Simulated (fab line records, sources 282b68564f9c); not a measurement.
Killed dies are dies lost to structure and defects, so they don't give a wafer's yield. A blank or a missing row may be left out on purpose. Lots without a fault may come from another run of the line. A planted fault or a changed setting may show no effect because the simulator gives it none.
Which tool did it? | flow rit_cmos | 14 lots, 42 wafers sampled, at 2 steps of a route of 202

WHAT THE GAUGES READ, wafer by wafer
RIT_ACTIVE_THK_MEAS_02.
lot  | measured    | on            | ACTIVE_OXIDE_THK (nm)
L896 | day 1 12:04 | film_metro-02 | 46.0 46.0 46.6
L897 | day 1 19:05 | film_metro-02 | 46.0 46.0 45.8
L898 | day 2 02:31 | film_metro-02 | 44.5 45.2 45.0
L899 | day 2 06:49 | film_metro-02 | 46.8 45.7 46.2
L901 | day 2 14:02 | film_metro-02 | 47.4 47.3 48.2
L902 | day 2 19:14 | film_metro-04 | 44.9 45.4 45.9
L904 | day 3 08:34 | film_metro-02 | 75.6 75.0 74.7 75.5 74.9 74.7
L905 | day 3 10:36 | film_metro-02 | 45.4 45.3 45.5
L913 | day 5 11:29 | film_metro-01 | 71.4 72.1 71.3 71.4 72.0 71.4
L914 | day 5 11:28 | film_metro-04 | 45.3 44.4 45.0
L915 | day 5 11:29 | film_metro-02 | 45.5 46.5 45.8
L916 | day 5 18:56 | film_metro-02 | 46.3 46.4 45.8
L918 | day 6 06:53 | film_metro-04 | 46.1 46.0 46.0
L919 | day 6 08:50 | film_metro-01 | 46.4 45.8 46.2

WHICH TOOL RAN EACH LOT (tool, then ch and the chambers of the sampled wafers, then the start)
lot  | RIT_ACTIVE_OXIDATION_01
L896 | furnace-03 ch 0, day 1 10:07
L897 | furnace-01 ch 0, day 1 17:08
L898 | furnace-01 ch 0, day 2 00:35
L899 | furnace-03 ch 0, day 2 04:52
L901 | furnace-04 ch 0, day 2 12:05
L902 | furnace-03 ch 0, day 2 17:19
L904 | furnace-04 ch 0, day 3 03:22
L905 | furnace-01 ch 0, day 3 08:39
L913 | furnace-01 ch 0, day 5 03:54
L914 | furnace-01 ch 0, day 5 09:32
L915 | furnace-01 ch 0, day 5 09:32
L916 | furnace-04 ch 0, day 5 17:00
L918 | furnace-04 ch 0, day 6 04:58
L919 | furnace-04 ch 0, day 6 06:53
- RIT_ACTIVE_OXIDATION_01: target thk 46.8 nm, ox time 3360 s.

WHAT THE TOOLS THEMSELVES READ (means of the sampled wafers that have a number; where no wafer has one, the mark that the record gives instead)
The record holds no such reading with a usual standard deviation.

THE ANSWER, worked out from the rows above alone
Rule: what is usual is taken from the lots themselves. Put in order of their means at a reading, lots are off if they are a third of the lots or fewer, leave a main group of 4 or more, and stand apart from it by a gap of 3 or more times the standard deviation of the main group's means; of several such gaps the widest counts. A main group whose means are all the same, to the digits that the tables above print for the reading, isn't used. A lot without any number at a reading at which 4 lots or more have one is off too. The other lots that the step has rows for count as sound. The gauges are gone through in route order, then the tools' own readings, and for those a lot's mean is taken as printed above. The first step at which some lot is off is used, and at that step the reading that is off furthest; a lot without a number counts as furthest.
Off: L904, L913, at RIT_ACTIVE_THK_MEAS_02 (ACTIVE_OXIDE_THK). The main group: mean 45.9 nm, standard deviation 0.7.
A tool fits if, at a process step before that reading, it ran every lot that is off, and no sound lot after the first of them. The gauges at RIT_ACTIVE_THK_MEAS_02 are tried like those tools. None of those tried fits.

WHAT THE SIMULATOR HAD PUT IN
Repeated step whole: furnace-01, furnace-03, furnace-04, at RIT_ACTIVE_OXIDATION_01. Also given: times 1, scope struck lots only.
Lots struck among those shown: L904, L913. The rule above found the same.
